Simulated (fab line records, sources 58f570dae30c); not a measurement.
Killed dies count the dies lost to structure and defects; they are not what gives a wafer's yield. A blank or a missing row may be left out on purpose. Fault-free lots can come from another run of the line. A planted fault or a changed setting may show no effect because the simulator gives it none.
Which of the tools did it? ; flow berkeleyCmos170 ; Sampling: 14 lots, 42 wafers, 4 of 331 route steps

== WHAT THE GAUGES READ, wafer by wafer ==
UCB170_CONTACT_OVL_MEAS_16. Usual: CONTACT_OVL 1 nm, standard deviation 4.9.
lot;measured;on;CONTACT_OVL (nm);flag
L867;day 9 01:03;overlay-01;7 5 5;
L868;day 9 11:29;overlay-01;-5 -4 -1;
L869;day 9 12:42;overlay-02;5 4 -4;
L871;day 10 01:19;overlay-02;6 2 2;
L872;day 10 01:33;overlay-02;-3 -4 -3;
L870;day 10 01:17;overlay-01;-1 -1 4;
L876;day 10 16:13;overlay-01;-1 -6 -4;
L881;day 11 19:27;overlay-02;3 2 6;
L884;day 11 22:46;overlay-02;5 1 0;
L882;day 11 20:17;overlay-02;7 4 -3;
L883;day 11 22:29;overlay-02;-5 1 -8;
L886;day 12 08:08;overlay-02;5 3 12;
L887;day 12 21:35;overlay-02;-2 -7 -3;
L890;day 13 05:31;overlay-02;-2 -3 2;

UCB170_M3_CD_MEAS_90: target cd 700 nm. Usual: 701 nm for cdNm, sd 3.7.
lot;measured;on;cdNm (nm);flag
L867;day 9 17:11;cdSem-02;700 697 703;
L868;day 10 08:28;cdSem-01;695 697 695;
L869;day 10 09:12;cdSem-01;708 704 709;
L871;day 10 18:58;cdSem-02;699 701 699;
L872;day 10 20:24;cdSem-01;709 706 704;
L870;day 10 19:18;cdSem-01;704 697 704;
L876;day 11 12:59;cdSem-02;702 702 701;
L881;day 12 11:20;cdSem-01;705 706 703;
L884;day 12 17:05;cdSem-01;706 699 710;
L882;day 12 13:37;cdSem-02;702 705 699;
L883;day 12 16:47;cdSem-01;698 698 697;
L886;day 13 04:07;cdSem-02;698 699 698;
L887;day 13 16:38;cdSem-02;700 704 704;
L890;day 13 23:08;cdSem-02;697 700 697;

== TOOL THAT RAN EACH LOT (tool first, then ch and the chambers of the sampled wafers, then the start) ==
lot;UCB170_PLDD_SOFTBAKE_02;UCB170_V1_CVD_00
L867;lithoTrack-03 ch 0, day 8 00:28;pecvd-03 ch 0,2, day 9 05:53
L868;lithoTrack-03 ch 0, day 8 12:49;pecvd-01 ch 0,1, day 9 15:33
L869;lithoTrack-04 ch 0, day 8 13:05;pecvd-03 ch 0,2, day 9 16:53
L871;lithoTrack-03 ch 0, day 9 00:10;pecvd-03 ch 1,2, day 10 06:11
L872;lithoTrack-02 ch 0, day 9 00:15;pecvd-01 ch 0,1,2, day 10 07:32
L870;lithoTrack-04 ch 0, day 9 00:18;pecvd-02 ch 0,1, day 10 07:32
L876;lithoTrack-04 ch 0, day 9 17:25;pecvd-02 ch 0,1, day 10 20:48
L881;lithoTrack-04 ch 0, day 10 20:41;pecvd-03 ch 0,2, day 11 23:05
L884;lithoTrack-03 ch 0, day 10 21:34;pecvd-02 ch 0,1,2, day 12 03:32
L882;lithoTrack-04 ch 0, day 10 21:34;pecvd-02 ch 1,2, day 12 00:53
L883;lithoTrack-02 ch 0, day 10 21:42;pecvd-01 ch 0,1,2, day 12 03:32
L886;lithoTrack-02 ch 0, day 11 06:05;pecvd-02 ch 0,1,2, day 12 14:57
L887;lithoTrack-02 ch 0, day 11 21:05;pecvd-01 ch 1,2, day 13 02:41
L890;lithoTrack-03 ch 0, day 12 08:54;pecvd-01 ch 0,1,2, day 13 09:37
- UCB170_PLDD_SOFTBAKE_02: time 60 s.
- UCB170_V1_CVD_00: deposits SiO2 from TEOS/O2, target thk 2000 nm, time 250 s.

== AS READ BY THE TOOLS THEMSELVES (means over the sampled wafers that have a number; for cases with no such wafer, the mark the record gives instead) ==
UCB170_PLDD_SOFTBAKE_02. Usual: 89.2 s for runLengthS, sd 0.32.
lot;tool;runLengthS (s);flag
L867;lithoTrack-03;89.0;
L868;lithoTrack-03;89.0;
L869;lithoTrack-04;89.6;
L871;lithoTrack-03;88.9;
L872;lithoTrack-02;89.1;
L870;lithoTrack-04;89.5;
L876;lithoTrack-04;89.5;
L881;lithoTrack-04;95.1;OFF
L884;lithoTrack-03;88.8;
L882;lithoTrack-04;95.1;OFF
L883;lithoTrack-02;88.9;
L886;lithoTrack-02;89.0;
L887;lithoTrack-02;89.0;
L890;lithoTrack-03;89.0;

UCB170_V1_CVD_00. Usual: 253 W for heaterPowerW, sd 56.
lot;tool;heaterPowerW (W);flag
L867;pecvd-03;268;
L868;pecvd-01;234;
L869;pecvd-03;307;
L871;pecvd-03;297;
L872;pecvd-01;191;
L870;pecvd-02;245;
L876;pecvd-02;262;
L881;pecvd-03;286;
L884;pecvd-02;257;
L882;pecvd-02;271;
L883;pecvd-01;251;
L886;pecvd-02;268;
L887;pecvd-01;204;
L890;pecvd-01;219;

== THE ANSWER, worked out from the rows above alone ==
Rule: a lot is off if the mean of its wafers that have a number lies more than 3 standard deviations from the usual mean. A lot without any number at a reading at which 4 lots or more have one is off too. Where the step has rows for the other lots, those lots are counted as sound. Order of review: gauges by route order, followed by the tools' own readings, for which a lot's mean as printed above is used. The first step at which some lot is off is used, and at that step the reading that is off furthest; a lot without a number counts as furthest.
Off, at UCB170_PLDD_SOFTBAKE_02 on runLengthS: L881, L882.
A tool fits if, at that step or a process step before it, it ran every lot that is off, and no sound lot after the first of them. One fits: UCB170_PLDD_SOFTBAKE_02 on lithoTrack-04. A fault onset in the window from L876 (day 9 17:25, its last sound lot) to L881 (day 10 20:41, its first lot off) fits.
On the lots that are off, the tool's own readings at UCB170_PLDD_SOFTBAKE_02 differ by more than 5 times the standard deviation of the sound lots' means, which bears it out; runLengthS reads 95.1 s there versus 89.1 s on the sound lots.

== WHAT THE SIMULATOR HAD INSERTED ==
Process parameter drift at UCB170_PLDD_SOFTBAKE_02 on lithoTrack-04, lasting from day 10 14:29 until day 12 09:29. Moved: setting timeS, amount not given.
Lots struck among those shown: L881, L882. This agrees with what the rule above found.
